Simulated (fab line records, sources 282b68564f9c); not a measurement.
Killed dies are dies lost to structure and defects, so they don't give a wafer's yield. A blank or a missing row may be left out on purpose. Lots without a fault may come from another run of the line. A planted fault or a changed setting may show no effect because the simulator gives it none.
Split-lot experiment | flow rit_cmos | 5 lots, 23 wafers read, on a route of 202 steps

THE SPLIT
At RIT_SDANNEAL_CLEAN_01 (cleans in dHF, time 30 s), the setting time_s was moved away from the recipe's 30 s on 15 of the 23 wafers read, by -14.3% to +14.5%. The other wafers ran this setting at the recipe's value.

The reading is taken at the split's own step.

THE READING
Si3N4_of_SPACER_CVD_03.thk_nm (the simulator's own value, which no gauge read), in nm, at RIT_SDANNEAL_CLEAN_01 (cleans in dHF, time 30 s). The file gives no usual value for it. The 8 wafers here that ran the recipe average 194.6 nm, standard deviation 0.9 nm.

wafer  | tool, chamber at the split | time_s as run, s | against the recipe | Si3N4_of_SPACER_CVD_03.thk_nm, nm | against lot-mates on the recipe
L078.1 | -, -                       | 25.71            | -14.3%             | 130.2                             | no lot-mate on the recipe
L078.2 | -, -                       | 25.71            | -14.3%             | 131.4                             | no lot-mate on the recipe
L078.3 | -, -                       | 25.71            | -14.3%             | 132.2                             | no lot-mate on the recipe
L078.5 | -, -                       | 25.71            | -14.3%             | 131.3                             | no lot-mate on the recipe
L078.6 | -, -                       | 25.71            | -14.3%             | 131.2                             | no lot-mate on the recipe
L079.1 | -, -                       | 34.34            | +14.5%             | 268                               | no lot-mate on the recipe
L079.2 | -, -                       | 34.34            | +14.5%             | 269.7                             | no lot-mate on the recipe
L079.3 | -, -                       | 34.34            | +14.5%             | 269.6                             | no lot-mate on the recipe
L079.5 | -, -                       | 34.34            | +14.5%             | 268.7                             | no lot-mate on the recipe
L079.6 | -, -                       | 34.34            | +14.5%             | 268.8                             | no lot-mate on the recipe
L080.2 | wet_bench-01, 2            | 30               | recipe             | 194.9                             | -
L080.4 | wet_bench-01, 2            | 30               | recipe             | 193.8                             | -
L080.6 | wet_bench-01, 2            | 30               | recipe             | 194.1                             | -
L081.2 | -, -                       | 30               | recipe             | 195                               | -
L081.3 | -, -                       | 30               | recipe             | 195.9                             | -
L081.4 | -, -                       | 30               | recipe             | 195.7                             | -
L081.5 | -, -                       | 30               | recipe             | 194.2                             | -
L081.6 | -, -                       | 30               | recipe             | 193.1                             | -
L085.1 | -, -                       | 28.4             | -5.3%              | 224.5                             | no lot-mate on the recipe
L085.2 | -, -                       | 28.4             | -5.3%              | 221.7                             | no lot-mate on the recipe
L085.3 | -, -                       | 28.4             | -5.3%              | 221.5                             | no lot-mate on the recipe
L085.4 | -, -                       | 28.4             | -5.3%              | 223                               | no lot-mate on the recipe
L085.5 | -, -                       | 28.4             | -5.3%              | 222.7                             | no lot-mate on the recipe

THE FIT
A straight line over all 23 wafers: Si3N4_of_SPACER_CVD_03.thk_nm changes by +4.3 nm for each +1% of time_s; r = +0.90; the points scatter about the line by 21 nm.
Too few moved wafers have a lot-mate on the recipe to fit a line with each lot's own level taken away.

THE FILE'S OWN FIT
Si3N4_of_SPACER_CVD_03.thk_nm changes by +4.3 nm for each +1% of time_s, r = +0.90.
